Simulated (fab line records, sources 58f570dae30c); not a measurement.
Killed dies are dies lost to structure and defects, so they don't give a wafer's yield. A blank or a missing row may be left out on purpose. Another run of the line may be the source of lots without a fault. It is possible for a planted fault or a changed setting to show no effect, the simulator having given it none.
Which tool is to blame? ; flow berkeley cmos170 ; 14 lots, 42 wafers sampled, at 3 steps of a route of 331

== WHAT THE GAUGES SHOWED, per wafer ==
UCB170_ACTIVE_OVL_MEAS_14.
lot;measured;on;ACTIVE_OVL (nm)
L561;day 4 11:59;overlay-02;1 -6 6
L565;day 5 01:14;overlay-01;-2 -3 -4
L566;day 5 01:28;overlay-01;0 -2 1
L568;day 5 07:08;overlay-02;6 6 9
L569;day 5 13:04;overlay-01;3 9 2
L571;day 6 04:10;overlay-02;0 -3 2
L572;day 6 13:14;overlay-01;-8 -5 -8
L573;day 6 13:31;overlay-01;6 6 4
L576;day 7 06:47;overlay-02;-4 2 1
L578;day 8 01:54;overlay-02;-2 3 1
L581;day 8 18:39;overlay-01;1 7 5
L582;day 9 04:25;overlay-01;0 5 1
L583;day 9 04:23;overlay-02;1 10 2
L584;day 9 12:53;overlay-01;2 4 -4

== TOOL THAT RAN EACH LOT (tool first, then ch and the chambers of the sampled wafers, then the start) ==
lot;UCB170_PWELL_ETCH_14;UCB170_PWELL_STRIP_16
L561;rie diel-04 ch 0,3, day 3 10:50;plasma asher-03 ch 0,1, day 3 11:05
L565;rie diel-02 ch 1,2,3, day 3 23:23;plasma asher-02 ch 0,1, day 3 23:38
L566;rie diel-01 ch 0,2,3, day 3 23:52;plasma asher-04 ch 0,1, day 4 00:10
L568;rie diel-02 ch 1,2,3, day 4 04:58;plasma asher-02 ch 0,1, day 4 05:13
L569;rie diel-01 ch 0,2,3, day 4 14:20;plasma asher-03 ch 0,1, day 4 14:35
L571;rie diel-01 ch 0,2,3, day 5 00:08;plasma asher-03 ch 0,1, day 5 00:23
L572;rie diel-04 ch 0,1,3, day 5 06:08;plasma asher-02 ch 0,1, day 5 06:23
L573;rie diel-04 ch 0,2,3, day 5 10:19;plasma asher-02 ch 0,1, day 5 10:34
L576;rie diel-04 ch 0,1,2, day 5 23:04;plasma asher-04 ch 0,1, day 5 23:19
L578;rie diel-04 ch 0,1,2, day 6 16:02;plasma asher-02 ch 0,1, day 6 16:17
L581;rie diel-04 ch 0,2, day 7 07:09;plasma asher-03 ch 0,1, day 7 07:25
L582;rie diel-02 ch 0,3, day 7 18:59;plasma asher-02 ch 0,1, day 7 19:16
L583;rie diel-01 ch 0,1,3, day 7 19:16;plasma asher-04 ch 0,1, day 7 19:31
L584;rie diel-01 ch 1,2,3, day 8 07:34;plasma asher-03 ch 0,1, day 8 07:49
- UCB170_PWELL_ETCH_14: etches Si3N4 in CH3F/Ar/O2, stops on SiO2, target depth 242 nm, time 151 s.
- UCB170_PWELL_STRIP_16: strips in O2.

== WHAT THE TOOLS THEMSELVES READ (means of the sampled wafers that have a number; where no wafer has one, the mark that the record gives instead) ==
UCB170_PWELL_ETCH_14.
lot;tool;drypump motor current A (A);oes product au (a.u.);throttle valve pct (%)
L561;rie diel-04;5.64;0.958;8.05
L565;rie diel-02;5.78;0.949;7.99
L566;rie diel-01;5.79;0.948;8.02
L568;rie diel-02;5.78;0.964;8.01
L569;rie diel-01;5.81;0.946;8.03
L571;rie diel-01;5.78;0.951;8.02
L572;rie diel-04;5.77;0.955;8.07
L573;rie diel-04;5.90;0.936;8.09
L576;rie diel-04;5.95;0.946;8.00
L578;rie diel-04;5.94;0.948;8.00
L581;rie diel-04;6.10;0.941;8.00
L582;rie diel-02;5.98;0.946;8.06
L583;rie diel-01;5.76;0.950;8.01
L584;rie diel-01;5.68;0.933;8.02

UCB170_PWELL_STRIP_16.
lot;tool;drypump motor current A (A);oes product au (a.u.);strip time to endpoint s (s)
L561;plasma asher-03;6.1;0.723;17.93
L565;plasma asher-02;5.8;0.719;17.82
L566;plasma asher-04;5.9;0.724;17.80
L568;plasma asher-02;5.7;0.716;17.96
L569;plasma asher-03;6.1;0.721;17.85
L571;plasma asher-03;6.1;0.720;17.88
L572;plasma asher-02;5.8;0.724;17.85
L573;plasma asher-02;5.7;0.720;17.77
L576;plasma asher-04;6.3;0.721;17.91
L578;plasma asher-02;5.7;0.643;17.92
L581;plasma asher-03;6.1;0.720;17.86
L582;plasma asher-02;5.7;0.640;17.88
L583;plasma asher-04;5.9;0.722;17.82
L584;plasma asher-03;6.1;0.722;17.82

== THE ANSWER, worked out from the rows above alone ==
Rule: the usual values come from the lots themselves. The widest of any qualifying gaps counts: lots, ordered by their means at a reading, are off when they make up no more than a third of the lots, leave a main group of 4 or more, and stand apart from it by 3 or more times the standard deviation of that group's means. If all means in a main group match to the digits the tables above print for the reading, that group is not used. Also off: a lot with no number at a reading for which 4 or more lots have one. Any other lot the step has rows for is counted as sound. After the gauges, taken in route order, come the tools' own readings; for these a lot's mean is taken, as printed above. The first step at which some lot is off is used, and at that step the reading that is off furthest; a lot without a number counts as furthest.
Off: L578, L582 (UCB170_PWELL_STRIP_16, oes product au). For the main group the mean is 0.721 a.u. and the standard deviation 0.0022.
A tool fits if, at that step or a process step before it, it ran every lot that is off, and no sound lot after the first of them. One fits: plasma asher-02 at UCB170_PWELL_STRIP_16. Its last sound lot is L573 (day 5 10:34), its first lot that is off L578 (day 6 16:17): a fault that began between those two fits.
On the lots that are off, the tool's own readings at UCB170_PWELL_STRIP_16 differ by more than 5 times the standard deviation of the sound lots' means, which bears it out; oes product au reads 0.641 a.u. there versus 0.721 a.u. on the sound lots.

== WHAT THE SIMULATOR PUT IN ==
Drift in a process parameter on plasma asher-02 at UCB170_PWELL_STRIP_16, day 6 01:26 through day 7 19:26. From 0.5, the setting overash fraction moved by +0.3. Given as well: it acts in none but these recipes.
Struck lots among those shown: L578, L582. The rule given above showed the same thing.
